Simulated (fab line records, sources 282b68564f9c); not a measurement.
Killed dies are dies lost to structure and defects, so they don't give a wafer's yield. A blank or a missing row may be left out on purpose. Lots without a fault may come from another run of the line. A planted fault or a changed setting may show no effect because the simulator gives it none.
Which tool did it? | flow rit_cmos | 14 lots, 42 wafers sampled, at 2 steps of a route of 202

WHAT THE GAUGES READ, wafer by wafer
The record holds no reading of a measuring or inspecting step that can be judged against a usual standard deviation.

WHICH TOOL RAN EACH LOT (tool, then ch and the chambers of the sampled wafers, then the start)
lot  | RIT_PWELL_STRIP_09                  | RIT_M1_PROBE_99
L478 | plasma_asher-02 ch 1, day 1 22:22   | -
L479 | plasma_asher-04 ch 0,1, day 2 04:36 | -
L480 | plasma_asher-04 ch 0,1, day 2 08:54 | -
L482 | plasma_asher-03 ch 0,1, day 2 18:20 | -
L483 | plasma_asher-03 ch 0,1, day 2 23:25 | -
L485 | plasma_asher-03 ch 0,1, day 3 09:16 | prober-02, day 4 19:23
L486 | plasma_asher-02 ch 0,1, day 3 14:54 | prober-01, day 5 00:23
L487 | plasma_asher-03 ch 0,1, day 3 19:43 | -
L494 | plasma_asher-02 ch 0,1, day 5 07:58 | prober-01, day 6 17:35
L496 | plasma_asher-02 ch 0,1, day 5 17:10 | prober-01, day 7 04:36
L498 | plasma_asher-04 ch 0,1, day 6 02:29 | -
L499 | plasma_asher-04 ch 0, day 6 08:49   | -
L500 | plasma_asher-02 ch 0,1, day 6 13:43 | -
L501 | plasma_asher-03 ch 0,1, day 6 18:58 | -
- RIT_PWELL_STRIP_09: strips in O2, time 180 s.
- RIT_M1_PROBE_99

WHAT THE TOOLS THEMSELVES READ (means of the sampled wafers that have a number; where no wafer has one, the mark that the record gives instead)
RIT_PWELL_STRIP_09. Usual: drypump_motor_current_A 5.6 A, standard deviation 0.52; o2_flow_sccm 3996 sccm, standard deviation 12.
lot  | tool            | drypump_motor_current_A (A) | o2_flow_sccm (sccm) | flag
L478 | plasma_asher-02 | 4.9                         | 3991                |
L479 | plasma_asher-04 | 6.2                         | 3995                |
L480 | plasma_asher-04 | 6.0                         | 4007                |
L482 | plasma_asher-03 | 5.9                         | 3994                |
L483 | plasma_asher-03 | 5.9                         | 3994                |
L485 | plasma_asher-03 | 6.0                         | 4532                | OFF
L486 | plasma_asher-02 | 5.0                         | 3988                |
L487 | plasma_asher-03 | 5.9                         | 4267                | OFF
L494 | plasma_asher-02 | 5.0                         | 3982                |
L496 | plasma_asher-02 | 5.0                         | 3997                |
L498 | plasma_asher-04 | 6.2                         | 3995                |
L499 | plasma_asher-04 | 5.8                         | 4014                |
L500 | plasma_asher-02 | 5.0                         | 3999                |
L501 | plasma_asher-03 | 6.0                         | 3992                |

RIT_M1_PROBE_99. Usual: killed_at_contacts 0.1, standard deviation 0.29; killed_at_front_end 7, standard deviation 3; killed_dies 7, standard deviation 3; killed_open 3.5, standard deviation 2; killed_short 3.4, standard deviation 2.
lot  | tool      | killed_at_contacts | killed_at_front_end | killed_dies | killed_open | killed_short | flag
L485 | prober-02 | 0.0                | 9                   | 9           | 5.0         | 4.0          |
L486 | prober-01 | 0.0                | 7                   | 7           | 3.0         | 4.0          |
L494 | prober-01 | 0.0                | 10                  | 10          | 3.7         | 6.0          |
L496 | prober-01 | 0.3                | 7                   | 7           | 3.7         | 3.3          |

THE ANSWER, worked out from the rows above alone
Rule: a lot is off if the mean of its wafers that have a number lies more than 3 standard deviations from the usual mean. A lot without any number at a reading at which 4 lots or more have one is off too. The other lots that the step has rows for count as sound. The gauges are gone through in route order, then the tools' own readings, and for those a lot's mean is taken as printed above. The first step at which some lot is off is used, and at that step the reading that is off furthest; a lot without a number counts as furthest.
Off: L485, L487, at RIT_PWELL_STRIP_09 (o2_flow_sccm).
A tool fits if, at that step or a process step before it, it ran every lot that is off, and no sound lot after the first of them. None of those tried fits.

WHAT THE SIMULATOR HAD PUT IN
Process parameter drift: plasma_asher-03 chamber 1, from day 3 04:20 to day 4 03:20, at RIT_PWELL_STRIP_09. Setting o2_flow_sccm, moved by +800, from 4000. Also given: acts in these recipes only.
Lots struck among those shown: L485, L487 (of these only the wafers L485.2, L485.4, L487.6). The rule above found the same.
